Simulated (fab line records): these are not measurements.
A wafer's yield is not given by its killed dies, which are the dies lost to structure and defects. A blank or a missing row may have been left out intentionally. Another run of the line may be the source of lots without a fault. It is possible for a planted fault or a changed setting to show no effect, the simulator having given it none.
Commonality check across tools	flow berkeleyCmos170	Lots sampled 14, wafers sampled 42

== WHAT PROMPTED THE OPENING ==
Flagged at UCB170_M1_CD_MEAS_09: reading cdNm, on 2 of 14 lots. Fault-free wafers read 699.8 nm, with a standard deviation of 1.4.
Rule: a lot is flagged in two cases, either no wafer of it has a number, or all its wafers with numbers fall more than 4 standard deviations from that mean. The other lots count as sound.

lot	measured	on	cdNm (nm), wafer by wafer	flag
L693	day 6 06:55	cdSem-02	701.1 700.1 699.4	
L696	day 7 16:05	cdSem-01	696.7 698.6 697.9	
L694	day 7 22:16	cdSem-01	701.1 699.6 702.0	
L699	day 8 07:25	cdSem-02	698.9 698.4 698.4	
L698	day 8 10:22	cdSem-02	699.6 699.4 700.1	
L701	day 8 20:53	cdSem-01	699.5 698.7 699.8	
L700	day 8 21:04	cdSem-02	701.4 700.2 699.2	
L702	day 8 21:18	cdSem-02	699.8 699.1 699.4	
L703	day 9 12:42	cdSem-02	699.4 698.9 699.8	
L705	day 10 04:44	cdSem-01	702.0 700.8 701.5	
L707	day 10 04:59	cdSem-01	699.9 699.6 700.0	
L709	day 10 10:26	cdSem-01	719.9 722.5 720.9	FLAGGED
L710	day 10 15:33	cdSem-01	720.0 718.0 719.0	FLAGGED
L711	day 11 04:03	cdSem-02	698.6 699.6 699.2	
Average over the flagged lots: 720.0 nm; offset from the usual +20.2 nm, equal to +14 standard deviations.

== TOOL THAT RAN EACH LOT ==
The record holds 2 process steps before the reading, out of a route of 331 steps. Cell contents, in order: the tool; ch with the chambers the sampled wafers went through; the start.
lot	flag	UCB170_CONTACT_ETCH_17	UCB170_M1_PEB_07
L693		rieDiel-03 ch 0,1, day 6 05:04	lithoTrack-03 ch 0, day 6 06:38
L696		rieDiel-02 ch 0,2,3, day 7 14:11	lithoTrack-04 ch 0, day 7 15:49
L694		rieDiel-02 ch 0,3, day 7 20:02	lithoTrack-02 ch 0, day 7 21:59
L699		rieDiel-04 ch 2,3, day 8 05:02	lithoTrack-02 ch 0, day 8 07:08
L698		rieDiel-02 ch 0,2, day 8 08:14	lithoTrack-02 ch 0, day 8 10:06
L701		rieDiel-02 ch 0,1,2, day 8 18:36	lithoTrack-03 ch 0, day 8 20:36
L700		rieDiel-04 ch 0,1,3, day 8 18:40	lithoTrack-04 ch 0, day 8 20:48
L702		rieDiel-03 ch 2,3, day 8 18:42	lithoTrack-02 ch 0, day 8 21:02
L703		rieDiel-03 ch 1,2,3, day 9 10:58	lithoTrack-02 ch 0, day 9 12:26
L705		rieDiel-04 ch 0,1,2, day 10 02:45	lithoTrack-04 ch 0, day 10 04:28
L707		rieDiel-02 ch 0,1, day 10 02:59	lithoTrack-02 ch 0, day 10 04:43
L709	FLAGGED	rieDiel-02 ch 0,1, day 10 08:43	lithoTrack-02 ch 0, day 10 10:10
L710	FLAGGED	rieDiel-04 ch 0,1,3, day 10 13:23	lithoTrack-02 ch 0, day 10 15:17
L711		rieDiel-03 ch 0,1,2, day 11 00:31	lithoTrack-04 ch 0, day 11 03:00
What the steps here do:
- UCB170_CONTACT_ETCH_17: etches BARC in N2/H2.
- UCB170_M1_PEB_07
- UCB170_M1_CD_MEAS_09: target cd 700 nm.

== FLAGGED OVER TOTAL, TOOL BY TOOL (the gauges that took the reading come last) ==
step	tool	lots run	flagged	share of the flagged lots	sound lots run after its first flagged lot
UCB170_CONTACT_ETCH_17	rieDiel-02	6	1	some	0
UCB170_CONTACT_ETCH_17	rieDiel-03	4	0	none	-
UCB170_CONTACT_ETCH_17	rieDiel-04	4	1	some	0
UCB170_M1_PEB_07	lithoTrack-02	8	2	all	0
UCB170_M1_PEB_07	lithoTrack-03	2	0	none	-
UCB170_M1_PEB_07	lithoTrack-04	4	0	none	-
UCB170_M1_CD_MEAS_09	cdSem-01	7	2	all	0
UCB170_M1_CD_MEAS_09	cdSem-02	7	0	none	-

== WHAT THE TABLE PERMITS ==
Rows of the table that ran all the flagged lots, 2 in number: lithoTrack-02 at UCB170_M1_PEB_07; cdSem-01 at UCB170_M1_CD_MEAS_09.
- lithoTrack-02 at UCB170_M1_PEB_07: 2 of its 8 lots flagged. A fault beginning between L707 (day 10 04:43), its last sound lot, and L709 (day 10 10:10), its first flagged one, fits the data. Its own readings (heaterPowerTotalW) fall more than 4 standard deviations out on all wafers of the flagged lots.
- cdSem-01 at UCB170_M1_CD_MEAS_09: 2 of its 7 lots flagged. A fault beginning between L707 (day 10 04:59), its last sound lot, and L709 (day 10 10:26), its first flagged one, fits the data.
Counting lots can't tell these 2 tools apart, because each fits a fault that began at some hour. More lots, or a look at what each step does to the wafer, might.

== WHAT THE SIMULATOR HAD PUT IN ==
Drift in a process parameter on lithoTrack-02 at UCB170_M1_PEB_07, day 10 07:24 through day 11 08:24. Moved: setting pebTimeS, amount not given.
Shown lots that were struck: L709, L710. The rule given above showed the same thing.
